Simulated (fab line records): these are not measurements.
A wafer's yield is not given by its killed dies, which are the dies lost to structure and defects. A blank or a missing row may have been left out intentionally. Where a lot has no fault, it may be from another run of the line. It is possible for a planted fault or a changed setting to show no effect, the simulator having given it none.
Which tool did it? | flow rit_cmos | Sampling: 14 lots, 42 wafers, 5 of 202 route steps

## WHAT THE GAUGES READ, wafer by wafer
RIT_WELLDRIVE_RS_MEAS_01: uses a four-point probe to measure. Usual: NWELL_RS typically reads 275.5 ohm/sq, with standard deviation 0.75.
lot  | measured    | on            | NWELL_RS (ohm/sq) | flag
L905 | day 2 04:17 | film_metro-03 | 275.0 274.6 275.3 |
L906 | day 2 08:38 | film_metro-04 | 275.4 276.4 275.6 |
L907 | day 2 14:26 | film_metro-04 | 275.6 276.2 276.3 |
L908 | day 2 19:23 | film_metro-04 | 275.8 276.1 275.4 |
L909 | day 3 00:25 | film_metro-03 | 274.6 275.4 274.8 |
L910 | day 3 05:27 | film_metro-04 | 275.4 274.9 274.3 |
L912 | day 3 15:17 | film_metro-02 | 276.7 276.5 275.7 |
L915 | day 4 06:30 | film_metro-04 | 275.0 274.8 274.7 |
L919 | day 5 01:49 | film_metro-03 | 276.0 275.1 275.7 |
L920 | day 5 08:56 | film_metro-03 | 274.7 274.1 274.9 |
L923 | day 5 22:04 | film_metro-03 | 275.8 275.7 276.5 |
L924 | day 6 05:41 | film_metro-02 | 275.3 275.8 276.0 |
L926 | day 6 15:41 | film_metro-02 | 276.6 276.4 276.4 |
L927 | day 6 19:59 | film_metro-04 | 276.0 276.1 274.9 |

RIT_NRETRO_OVL_MEAS_06. Usual: NRETRO_OVL typically reads 1.4 nm, with standard deviation 1.5.
lot  | measured    | on         | NRETRO_OVL (nm) | flag
L905 | day 2 05:23 | overlay-01 | 1.7 1.4 1.2     |
L906 | day 2 09:51 | overlay-01 | 2.4 0.8 3.0     |
L907 | day 2 15:43 | overlay-01 | 2.6 1.5 2.5     |
L908 | day 2 20:38 | overlay-02 | 0.9 0.6 1.6     |
L909 | day 3 01:38 | overlay-02 | 2.7 1.7 3.1     |
L910 | day 3 06:40 | overlay-02 | 0.5 2.4 -0.9    |
L912 | day 3 16:31 | overlay-01 | 1.0 2.7 1.7     |
L915 | day 4 07:35 | overlay-02 | 0.4 0.4 3.2     |
L919 | day 5 03:04 | overlay-01 | 3.0 -0.2 1.9    |
L920 | day 5 10:03 | overlay-01 | 3.6 2.1 2.2     |
L923 | day 5 23:18 | overlay-02 | -4.0 -2.3 -2.6  |
L924 | day 6 06:49 | overlay-02 | 0.9 0.8 0.5     |
L926 | day 6 16:55 | overlay-02 | 2.7 4.2 3.5     |
L927 | day 6 21:06 | overlay-02 | 1.9 1.6 2.7     |

RIT_GATE_CD_MEAS_16: target cd 150 nm. Usual: cd_nm reads 150.4 nm (standard deviation 2.1).
lot  | measured    | on        | cd_nm (nm)        | flag
L905 | day 2 12:08 | cd_sem-02 | 144.6 145.6 147.2 |
L906 | day 2 17:13 | cd_sem-01 | 153.8 152.1 154.5 |
L907 | day 2 23:23 | cd_sem-01 | 149.6 151.4 153.9 |
L908 | day 3 03:43 | cd_sem-01 | 149.6 150.6 150.1 |
L909 | day 3 10:17 | cd_sem-01 | 148.0 149.3 150.2 |
L910 | day 3 14:07 | cd_sem-01 | 149.4 151.4 149.7 |
L912 | day 3 23:44 | cd_sem-01 | 151.3 150.9 150.1 |
L915 | day 4 14:21 | cd_sem-02 | 148.7 148.9 149.6 |
L919 | day 5 11:47 | cd_sem-01 | 151.1 150.6 150.0 |
L920 | day 5 18:53 | cd_sem-01 | 151.3 150.7 150.5 |
L923 | day 6 08:33 | cd_sem-01 | 148.8 147.6 147.9 |
L924 | day 6 15:34 | cd_sem-02 | 149.3 149.4 146.6 |
L926 | day 7 01:35 | cd_sem-02 | 155.0 154.1 153.1 |
L927 | day 7 04:00 | cd_sem-01 | 153.0 152.0 151.6 |

RIT_REOX_THK_MEAS_04. Usual: REOX_OXIDE_THK typically reads 25.5 nm, with standard deviation 0.41.
lot  | measured    | on            | REOX_OXIDE_THK (nm) | flag
L905 | day 2 15:46 | film_metro-03 | 25.7 26.1 25.9      |
L906 | day 2 20:50 | film_metro-02 | 25.1 25.0 25.4      |
L907 | day 3 03:03 | film_metro-03 | 25.8 25.9 25.7      |
L908 | day 3 07:58 | film_metro-04 | 25.4 25.8 25.5      |
L909 | day 3 13:55 | film_metro-04 | 26.2 26.1 25.9      |
L910 | day 3 17:44 | film_metro-03 | 25.8 25.9 25.6      |
L912 | day 4 03:53 | film_metro-04 | 25.0 25.2 25.6      |
L915 | day 4 18:36 | film_metro-02 | 26.1 26.3 25.8      |
L919 | day 5 15:24 | film_metro-02 | 26.9 26.8 26.7      | OFF
L920 | day 5 22:31 | film_metro-02 | 27.2 26.9 27.0      | OFF
L923 | day 6 12:35 | film_metro-04 | 25.3 25.9 25.7      |
L924 | day 6 20:09 | film_metro-02 | 25.0 25.0 25.1      |
L926 | day 7 05:12 | film_metro-03 | 25.5 25.2 25.1      |
L927 | day 7 07:47 | film_metro-03 | 25.0 24.5 25.4      |

## TOOL THAT RAN EACH LOT (tool first, then ch and the chambers of the sampled wafers, then the start)
lot  | RIT_REOX_OXIDATION_03
L905 | furnace-03 ch 0, day 2 13:12
L906 | furnace-03 ch 0, day 2 18:16
L907 | furnace-01 ch 0, day 3 00:30
L908 | furnace-03 ch 0, day 3 05:25
L909 | furnace-01 ch 0, day 3 11:21
L910 | furnace-04 ch 0, day 3 15:10
L912 | furnace-01 ch 0, day 4 01:19
L915 | furnace-03 ch 0, day 4 16:02
L919 | furnace-01 ch 0, day 5 12:51
L920 | furnace-01 ch 0, day 5 19:58
L923 | furnace-04 ch 0, day 6 10:02
L924 | furnace-03 ch 0, day 6 17:36
L926 | furnace-04 ch 0, day 7 02:38
L927 | furnace-03 ch 0, day 7 05:14
- RIT_REOX_OXIDATION_03: target thk 25.2 nm, ox time 5580 s.

## WHAT THE TOOLS THEMSELVES READ (means of the sampled wafers that have a number; where no wafer has one, the mark that the record gives instead)
RIT_REOX_OXIDATION_03. Usual: spike_tc_centre_C 903.2 C, standard deviation 1.3; spike_tc_load_C 925.8 C, standard deviation 1.1; tube_center_temp_C 900 C, standard deviation 0.083; tube_center_temp_C_max 902.3, standard deviation 0.34.
lot  | tool       | spike_tc_centre_C (C) | spike_tc_load_C (C) | tube_center_temp_C (C) | tube_center_temp_C_max | flag
L905 | furnace-03 | 902.4                 | 926.4               | 900                    | 902.2                  |
L906 | furnace-03 | 903.4                 | 926.6               | 900                    | 902.1                  |
L907 | furnace-01 | 903.4                 | 925.0               | 900                    | 902.4                  |
L908 | furnace-03 | 903.6                 | 926.3               | 900                    | 902.0                  |
L909 | furnace-01 | 904.3                 | 925.8               | 900                    | 902.2                  |
L910 | furnace-04 | 902.2                 | 926.0               | 900                    | 902.0                  |
L912 | furnace-01 | 903.8                 | 925.6               | 900                    | 902.3                  |
L915 | furnace-03 | 904.0                 | 926.0               | 900                    | 902.4                  |
L919 | furnace-01 | 909.9                 | 932.0               | 906                    | 908.9                  | OFF
L920 | furnace-01 | 909.5                 | 932.1               | 906                    | 908.3                  | OFF
L923 | furnace-04 | 901.6                 | 926.8               | 900                    | 902.4                  |
L924 | furnace-03 | 904.3                 | 926.1               | 900                    | 902.3                  |
L926 | furnace-04 | 901.1                 | 925.3               | 900                    | 902.1                  |
L927 | furnace-03 | 904.1                 | 925.9               | 900                    | 902.1                  |

## THE ANSWER, worked out from the rows above alone
Rule: lot off if the mean of its wafers having a number is beyond 3 standard deviations from the usual mean. A lot without any number at a reading at which 4 lots or more have one is off too. Where the step has rows for the other lots, those lots are counted as sound. The gauges are gone through in route order, then the tools' own readings, and for those a lot's mean is taken as printed above. At the first step where some lot is off, the reading lying furthest off is the one used; lots without a number count as furthest.
Off: at RIT_REOX_THK_MEAS_04 (REOX_OXIDE_THK), L919, L920.
If a tool, at a process step before that reading, ran all the lots that are off and no sound lot after the first of them, it fits. The gauges at RIT_REOX_THK_MEAS_04 aren't tried: what is off there is off at RIT_REOX_OXIDATION_03 too, on other tools, and a gauge's error can't cause that. One fits: RIT_REOX_OXIDATION_03 on furnace-01. Its last sound lot is L912 (day 4 01:19), its first lot that is off L919 (day 5 12:51): a fault that began between those two fits.
The tool's own readings at RIT_REOX_OXIDATION_03 bear it out: on the lots that are off they differ by more than 5 times the standard deviation of the sound lots' means. spike_tc_centre_C reads 909.7 C there against 903.2 C on the sound lots; spike_tc_load_C reads 932.0 C there against 926.0 C on the sound lots; tube_center_temp_C reads 906 C there against 900 C on the sound lots; tube_center_temp_C_max reads 908.6 there against 902.2 on the sound lots.

## WHAT HAD BEEN PUT IN BY THE SIMULATOR
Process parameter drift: furnace-01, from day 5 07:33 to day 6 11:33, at RIT_REOX_OXIDATION_03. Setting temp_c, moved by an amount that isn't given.
Shown lots that were struck: L919, L920. This agrees with what the rule above found.
